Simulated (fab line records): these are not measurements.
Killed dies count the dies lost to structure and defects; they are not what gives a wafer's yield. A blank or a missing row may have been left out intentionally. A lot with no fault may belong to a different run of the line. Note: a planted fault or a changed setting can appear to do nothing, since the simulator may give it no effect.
Comparing a struck lot with a sound one / flow berkeley_cmos170 / 15 steps out of a route of 331
Sound: these wafers, L412.2, L412.3, L412.6. The struck wafers were L422.1, L422.4, L422.6. The cause is named last.
Each step with rows lists, per side, the tool, then ch with its chambers, then its first start. Under that, the readings that differ: sound wafers / struck wafers / difference of the means / sigmas: that difference in standard deviations of wafers without a fault.
alike: readings whose means differ by less than 2 such deviations, and words and numbers that are the same on both sides. not compared: withheld readings, readings that some wafer has no value for, bounds like >300 that may hide the same value, and numbers for which the record gives no deviation and whose values overlap.
The two part at a step that has a row with sigmas, a row that says differs or no value, or rows on one side only. Numbers that don't overlap but have no deviation are shown without sigmas and don't part them. A reading missing from all wafers of one side parts the sides only when that side holds two or more wafers.

first, 4 steps without rows for these wafers: UCB170_M2_SOFTBAKE_11 (time 60 s); UCB170_M2_EXPOSE_12 (exposes mask METAL2, target cd 700 nm); UCB170_M2_PEB_13; UCB170_M2_DEVELOP_14 (develop time 45 s).
UCB170_M2_CD_MEAS_15: the cd target is 700 nm.
  sound: cd_sem-02 at day 8 00:13; struck: cd_sem-02 at day 10 11:54
  alike: cd_nm
UCB170_M2_OVL_MEAS_16:
  sound: overlay-02 at day 8 00:20; struck: overlay-02 at day 10 12:01
  alike: M2_OVL
UCB170_M2_ETCH_17: etches BARC in N2/H2.
  sound on rie_diel-02 ch 1,2,3, day 8 00:22; struck on rie_diel-01 ch 0,3, day 10 12:03
  alike: chamber_pressure_mTorr, drypump_motor_current_A, oes_product_au, throttle_valve_pct
UCB170_M2_METAL_ETCH_18: etches Al in Cl2/BCl3, stops on SiO2, target depth 1170 nm, time 195 s.
  sound on rie_metal-01 ch 0,1, day 8 00:24; struck on rie_metal-01 ch 1, day 10 12:06
  alike: chamber_pressure_mTorr, drypump_motor_current_A, oes_product_au, throttle_valve_pct
  not compared: rf_hours_counter_h
UCB170_M2_STRIP_19: strips in O2.
  sound on plasma_asher-04 ch 0, day 8 00:35; struck on plasma_asher-02 ch 0,1, day 10 12:17
  alike: chamber_pressure_mTorr, drypump_motor_current_A, oes_product_au
  not compared: rf_hours_counter_h
UCB170_M2_CD_MEAS_90: the cd target is 700 nm.
  sound: cd_sem-01 at day 8 00:43; struck: cd_sem-02 at day 10 12:23
  alike: cd_nm
UCB170_V2_CVD_00: deposits SiO2 from TEOS/O2, target thk 2000 nm, time 250 s.
  sound on pecvd-02 ch 0,1,2, day 8 00:49; struck on pecvd-02 ch 0,1,2, day 10 12:30
  alike: heater_power_w
UCB170_V2_THK_MEAS_01:
  sound: film_metro-01 at day 8 00:59; struck: film_metro-04 at day 10 12:40
  alike: V2_TEOS_THK
UCB170_V2_CMP_02: polishes SiO2.
  sound on cmp-02 ch 0,2,3, day 8 01:08; struck on cmp-01 ch 0,2,3, day 10 12:49
  no value came back on the struck wafers for edge_zone_pressure_frac, head_pressure_psi (psi), motor_current_A (A); on the sound wafers edge_zone_pressure_frac reads 0.990 0.998 1.004
reading=model.SiO2_of_V2_CVD_00.thk_nm (nm); sound=998.2 998.5 999.4; struck=2029 2036 2058; difference=+1042; sigmas=
UCB170_V2_BOW_MEAS_03:
  sound: film_metro-04 at day 8 01:21; struck: film_metro-03 at day 10 13:19
reading=V2_BOW (um); sound=42 28 41; struck=- - -; difference=no value on the struck wafers; sigmas=
  not compared: hold
UCB170_M3_PROBE_99:
  the record has rows for the sound wafers here (prober-01, day 8 06:24) and none for the struck ones

## WHERE THEY PART
Earliest at UCB170_V2_CMP_02; latest, in this record, at UCB170_M3_PROBE_99.

WHY: what had been put in by the simulator
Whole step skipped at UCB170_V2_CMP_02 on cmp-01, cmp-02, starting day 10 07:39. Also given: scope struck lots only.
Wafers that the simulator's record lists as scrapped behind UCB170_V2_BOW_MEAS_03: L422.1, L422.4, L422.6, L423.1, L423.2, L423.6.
